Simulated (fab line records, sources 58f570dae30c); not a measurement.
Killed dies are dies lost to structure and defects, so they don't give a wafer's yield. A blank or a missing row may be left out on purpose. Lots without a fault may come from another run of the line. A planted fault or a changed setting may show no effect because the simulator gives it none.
fab line records | flow berkeley_cmos170
record lots=12 wafers=36 last_day=11
route steps=331 shown PWELL@48 NVT@110 CONTACT@224 V1@257
lots that met no fault: from a run of the same line without faults
start_h: hours from the record's first day to the start of the lot's first wafer shown | wait_h: hours since the lot's step before | " the same as in the row above | L1.1+2: a row that stands for several wafers | - no value, or no start given | * or withheld: withheld | < > ~ a bound
route shown NAME@n: a module of which the file shows steps, and the number in the route of the first | usual: mean/standard deviation of fault-free wafers | same: alike in all rows | chamber/n: place in a boat | sites: the reading at each site | _std_site: their standard deviation | _edge_site: outer sites' mean less inner sites' | radius_mm: how far each site lies from the wafer's centre | mask NAME#n: copy n | behind: the tool/chamber that last shaped the wafer | hold: why the lot was held/for how many hours/how that ended | device: the transistor (n, p or np) that didn't switch | end of line: the same wafers' tests at the end of the route | a step without rows: its recipe alone | killed: dies lost to structure and defects at the first sort, not the wafer's yield | map: a wafer's dies, x killed, . not, _ none there
set.NAME: the setting as run; set.NAME@STEP: as run at that earlier step | model.NAME: the simulator's own value behind a step, which no gauge read
steps of the route over a sample of lots; a table a step, a row a wafer
services: from which hour (start_h, from the record's first day; less than 0 if before it) a tool's chamber was out of use, for how many hours, and why
## steps
# step UCB170_PWELL_ETCH_14
# recipe chemistry=CH3F/Ar/O2 target=Si3N4 stop_on=SiO2 CH3F_flow_sccm=20 Ar_flow_sccm=50 O2_flow_sccm=7 pressure_mtorr=50 rf_w=450 target_depth_a=2420 over_etch_frac=0.1 time_s=151
# usual drypump_motor_current_A=5.6/0.38 oes_product_au=0.941/0.017 throttle_valve_pct=8.10/0.12
# columns lot.wafer tool chamber start_h wait_h drypump_motor_current_A oes_product_au rf_hours_counter_h throttle_valve_pct
L239.3 rie_diel-02 1 50.79 0.0 5.7 0.947 156 8.27
L239.5 " 0 " " 5.7 0.927 - 7.99
L239.6 " 3 " " 5.0 0.939 - 8.02
L241.1 rie_diel-04 1 57.79 0.0 5.3 0.931 129 8.34
L241.5 " 2 " " 5.9 0.939 - 8.16
L241.6 " 1 " " 5.3 0.929 - 8.32
L240.1 rie_diel-02 0 58.50 0.0 5.7 0.925 15 7.97
L240.2 " 1 " " 5.7 0.950 157 8.29
L240.6 " 0 " " 5.6 0.929 - 7.99
L242.1 rie_diel-01 1 62.53 0.0 6.2 0.964 147 8.26
L242.3 " 0 " " 5.6 0.960 61 8.03
L242.5 " 2 " " 5.2 0.953 - 7.90
L243.1 rie_diel-01 0 69.32 0.0 5.6 0.977 62 8.01
L243.4 " 1 " " 6.2 0.956 - 8.24
L243.5 " 0 " " 5.6 0.972 - 8.03
L244.2 rie_diel-02 3 69.56 0.0 5.0 0.954 15 8.02
L244.3 " 1 " " 5.7 0.957 157 8.28
L244.4 " 2 " " 5.2 0.947 5 8.13
L245.2 rie_diel-01 0 76.99 0.0 5.6 0.968 62 8.00
L245.4 " 0 " " 5.6 0.979 - 8.02
L245.6 " 3 " " 5.6 0.915 - 8.11
L246.2 rie_diel-01 0 81.68 0.0 5.6 0.969 63 8.03
L246.3 " 1 " " 6.2 0.958 148 8.26
L246.5 " 0 " " 5.6 0.980 - 8.05
L252.4 rie_diel-01 3 115.17 0.0 5.6 0.917 133 8.14
L252.5 " 3 " " 5.7 0.918 - 8.14
L252.6 " 2 " " 5.3 0.943 - 7.93
L254.3 rie_diel-02 0 129.32 0.0 5.6 0.927 18 7.99
L254.5 " 0 " " 5.6 0.924 - 7.98
L254.6 " 2 " " 5.3 0.944 - 8.16
L259.1 rie_diel-04 1 148.57 0.0 5.3 0.933 133 8.33
L259.4 " 3 " " 6.2 0.924 112 7.96
L259.6 " 3 " " 6.2 0.924 - 7.97
L261.1 rie_diel-04 2 158.54 0.0 5.9 0.951 145 8.17
L261.3 " 3 " " 6.2 0.915 112 7.98
L261.4 " 1 " " 5.3 0.920 134 8.31
# step UCB170_PWELL_STRIP_16
# recipe chemistry=O2 power_w=400 pressure_mtorr=3500 platen_temp_c=withheld o2_flow_sccm=400 overash_fraction=0.5
# usual drypump_motor_current_A=5.62/0.19 oes_product_au=0.721/0.0047 strip_time_to_endpoint_s=18.10/0.092
# columns lot.wafer tool chamber start_h wait_h drypump_motor_current_A oes_product_au rf_hours_counter_h strip_time_to_endpoint_s
L239.3 plasma_asher-01 0 51.08 0.1 5.56 0.724 - 18.09
L239.5 " 1 " " 5.43 0.714 - 18.15
L239.6 " 0 " " 5.57 0.720 - 18.10
L241.1 plasma_asher-02 0 58.04 0.1 5.44 0.729 36 18.10
L241.5 " 0 " " 5.39 0.721 - 18.03
L241.6 " 1 " " 5.85 0.723 - 18.20
L240.1 plasma_asher-03 0 58.75 0.1 5.92 0.716 33 18.08
L240.2 " 1 " " 5.66 0.724 33 18.06
L240.6 " 0 " " 5.89 0.725 - 18.15
L242.1 plasma_asher-03 0 62.78 0.1 5.91 0.721 33 18.08
L242.3 " 1 " " 5.66 0.719 - 18.12
L242.5 " 1 " " 5.66 0.731 - 18.14
L243.1 plasma_asher-02 0 69.57 0.1 5.39 0.726 37 18.18
L243.4 " 0 " " 5.38 0.721 - 18.14
L243.5 " 0 " " 5.43 0.729 - 18.22
L244.2 plasma_asher-03 1 69.81 0.1 5.66 0.716 34 18.01
L244.3 " 1 " " 5.65 0.718 - 18.07
L244.4 " 0 " " 5.89 0.725 - 18.25
L245.2 plasma_asher-01 1 77.24 0.1 5.41 0.724 37 18.03
L245.4 " 1 " " 5.42 0.724 - 18.08
L245.6 " 0 " " 5.57 0.718 - 18.01
L246.2 plasma_asher-01 0 81.93 0.1 5.57 0.723 37 18.04
L246.3 " 0 " " 5.58 0.715 - 18.01
L246.5 " 0 " " 5.57 0.724 - 18.11
L252.4 plasma_asher-01 1 115.45 0.1 5.44 0.718 - 17.94
L252.5 " 1 " " 5.43 0.723 - 18.03
L252.6 " 0 " " 5.56 0.719 - 18.02
L254.3 plasma_asher-01 1 129.61 0.1 5.42 0.717 - 17.81
L254.5 " 0 " " 5.58 0.727 - 17.71
L254.6 " 1 " " 5.43 0.721 - 18.13
L259.1 plasma_asher-03 0 148.82 0.1 5.91 0.724 43 18.03
L259.4 " 0 " " 5.90 0.720 - 18.06
L259.6 " 0 " " 5.93 0.716 - 18.10
L261.1 plasma_asher-02 0 158.79 0.1 5.34 0.709 5 18.02
L261.3 " 1 " " 5.83 0.719 - 18.15
L261.4 " 0 " " 5.36 0.719 - 18.08
# step UCB170_NVT_OVL_MEAS_06
# usual NVT_OVL=-1/4.3
# columns lot.wafer tool chamber start_h wait_h NVT_OVL[nm]
L239.3 overlay-01 - 113.79 - -3
L239.5 " - " " 4
L239.6 " - " " 1
L240.1 overlay-01 - 121.02 - 4
L240.2 " - " " 2
L240.6 " - " " 3
L241.1 overlay-02 - 121.18 - 0
L241.5 " - " " 2
L241.6 " - " " 1
L242.1 overlay-02 - 123.52 - 6
L242.3 " - " " -1
L242.5 " - " " 2
L244.2 overlay-01 - 129.63 - 10
L244.3 " - " " -1
L244.4 " - " " 3
L243.1 overlay-02 - 130.35 - 5
L243.4 " - " " 1
L243.5 " - " " 2
L245.2 overlay-01 - 137.32 - -2
L245.4 " - " " -4
L245.6 " - " " -2
L246.2 overlay-02 - 137.52 - -7
L246.3 " - " " -2
L246.5 " - " " 0
L252.4 overlay-02 - 172.28 - -5
L252.5 " - " " -4
L252.6 " - " " 2
L254.3 overlay-02 - 198.12 - 3
L254.5 " - " " 2
L254.6 " - " " 6
L259.1 overlay-02 - 199.55 - -2
L259.4 " - " " -3
L259.6 " - " " 2
L261.1 overlay-02 - 207.78 - -9
L261.3 " - " " -7
L261.4 " - " " -5
# step UCB170_CONTACT_RTA_08
# recipe temp_c=900 time_s=10 ambient=N2
# usual lamp_power_pct=22.7/1.9 wafer_temp_C_max=903.8/0.78
# columns lot.wafer tool chamber start_h wait_h lamp_power_pct wafer_temp_C_max
L239.3 rtp_anneal-01 0 149.22 0.0 21.1 905.2
L239.5 " 0 " " 21.1 904.1
L239.6 " 0 " " 21.1 903.5
L241.1 rtp_anneal-01 0 149.93 0.0 21.1 904.0
L241.5 " 0 " " 21.1 903.9
L241.6 " 0 " " 21.1 903.5
L240.1 rtp_anneal-01 0 150.00 0.1 21.1 904.5
L240.2 " 0 " " 21.1 902.9
L240.6 " 0 " " 21.1 904.7
L242.1 rtp_anneal-01 0 153.85 0.0 21.1 904.4
L242.3 " 0 " " 21.1 903.5
L242.5 " 0 " " 21.1 905.0
L244.2 rtp_anneal-02 0 162.09 0.0 25.0 907.4
L244.3 " 0 " " 24.9 903.8
L244.4 " 0 " " 24.9 904.1
L243.1 rtp_anneal-01 0 162.26 0.0 21.1 903.8
L243.4 " 0 " " 21.1 903.7
L243.5 " 0 " " 21.1 902.4
L245.2 rtp_anneal-02 0 173.21 0.0 24.9 903.6
L245.4 " 0 " " 24.9 903.2
L245.6 " 0 " " 24.9 904.0
L246.2 rtp_anneal-01 0 173.21 0.0 21.1 903.1
L246.3 " 0 " " 21.1 903.6
L246.5 " 0 " " 21.1 903.8
L252.4 rtp_anneal-02 0 207.02 0.0 24.9 904.0
L252.5 " 0 " " 24.9 904.8
L252.6 " 0 " " 24.9 904.8
L254.3 rtp_anneal-01 0 236.19 0.0 21.1 902.4
L254.5 " 0 " " 21.1 903.8
L254.6 " 0 " " 21.1 903.9
L259.1 rtp_anneal-02 0 237.80 0.0 25.0 903.6
L259.4 " 0 " " 24.9 904.2
L259.6 " 0 " " 24.9 903.5
L261.1 rtp_anneal-02 0 239.62 0.0 24.9 904.0
L261.3 " 0 " " 24.9 903.3
L261.4 " 0 " " 24.9 903.8
# step UCB170_V1_BOW_MEAS_03
# recipe mode=bow
# usual V1_BOW=20/6.8
# columns lot.wafer tool chamber start_h wait_h V1_BOW[um]
L239.3 film_metro-01 - 156.48 0.2 30
L239.5 " - " " 6
L239.6 " - " " 26
L241.1 film_metro-04 - 156.74 0.1 17
L241.5 " - " " 20
L241.6 " - " " 9
L240.1 film_metro-03 - 156.88 0.1 12
L240.2 " - " " 23
L240.6 " - " " 13
L242.1 film_metro-04 - 163.52 0.1 25
L242.3 " - " " 20
L242.5 " - " " 17
L243.1 film_metro-03 - 170.69 0.1 5
L243.4 " - " " 26
L243.5 " - " " 12
L244.2 film_metro-01 - 170.71 0.3 21
L244.3 " - " " 27
L244.4 " - " " 22
L245.2 film_metro-03 - 181.63 0.2 15
L245.4 " - " " 14
L245.6 " - " " 18
L246.2 film_metro-04 - 181.63 0.2 15
L246.3 " - " " 26
L246.5 " - " " 28
L252.4 film_metro-04 - 214.84 0.2 22
L252.5 " - " " 7
L252.6 " - " " 20
L254.3 film_metro-01 - 243.35 0.3 8
L254.5 " - " " 26
L254.6 " - " " 29
L259.1 film_metro-03 - 247.15 0.2 28
L259.4 " - " " 18
L259.6 " - " " 22
L261.1 film_metro-01 - 247.75 0.1 12
L261.3 " - " " 21
L261.4 " - " " 24
## services
# columns tool chamber start_h hours kind
rie_diel-02 2 40.86 7.9 repair
rie_diel-01 0 52.69 7.3 repair
rie_diel-01 - 55.11 2.8 pm
rie_diel-02 2 56.70 7.0 repair
rie_diel-01 2 63.91 - clean
rie_diel-01 2 63.91 18.0 scheduled_down
plasma_asher-02 - 68.65 0.8 repair
plasma_asher-01 - 94.68 2.2 repair
rie_diel-04 1 104.17 7.6 repair
rie_diel-01 2 104.95 3.6 repair
rie_diel-04 3 106.06 1.6 repair
plasma_asher-02 - 108.75 9.0 pm
rtp_anneal-02 - 144.34 6.0 pm
plasma_asher-02 - 146.21 1.0 repair
plasma_asher-03 - 152.96 14.6 pm
plasma_asher-01 - 165.95 0.4 repair
rie_diel-04 3 166.57 13.6 repair
rie_diel-02 - 166.87 1.2 repair
rie_diel-02 0 212.89 5.8 repair
rie_diel-02 1 215.32 5.4 repair
plasma_asher-01 - 228.80 5.0 repair
rtp_anneal-01 - 230.79 3.4 pm
rie_diel-02 1 232.69 31.2 repair
rie_diel-02 0 234.86 1.3 repair
## key
first_sign step=UCB170_PWELL_STRIP_16 reading=strip_time_to_endpoint_s direction=down sigmas=3.7 usual=* struck=*
effect none on later readings
met_at UCB170_PWELL_ETCH_14
struck_lots L254
struck_wafers L254.3,L254.5
tester_left_out L254
not_acting_at UCB170_NVT_OVL_MEAS_06,UCB170_CONTACT_RTA_08,UCB170_V1_BOW_MEAS_03
onset_between 58.50 129.32
fault kind=process_parameter_drift tool=rie_diel-02 chamber=0 onset_h=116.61 steps=UCB170_PWELL_ETCH_14 channel=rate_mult offset=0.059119 shape=step end_h=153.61
# tester_left_out: of these lots the tester's yield and bins aren't shown, on N5 and GAA mostly nor the transistor test; their killed dies are dies lost to structure and defects alone, not to doping, threshold or leakage, so they don't give the yield
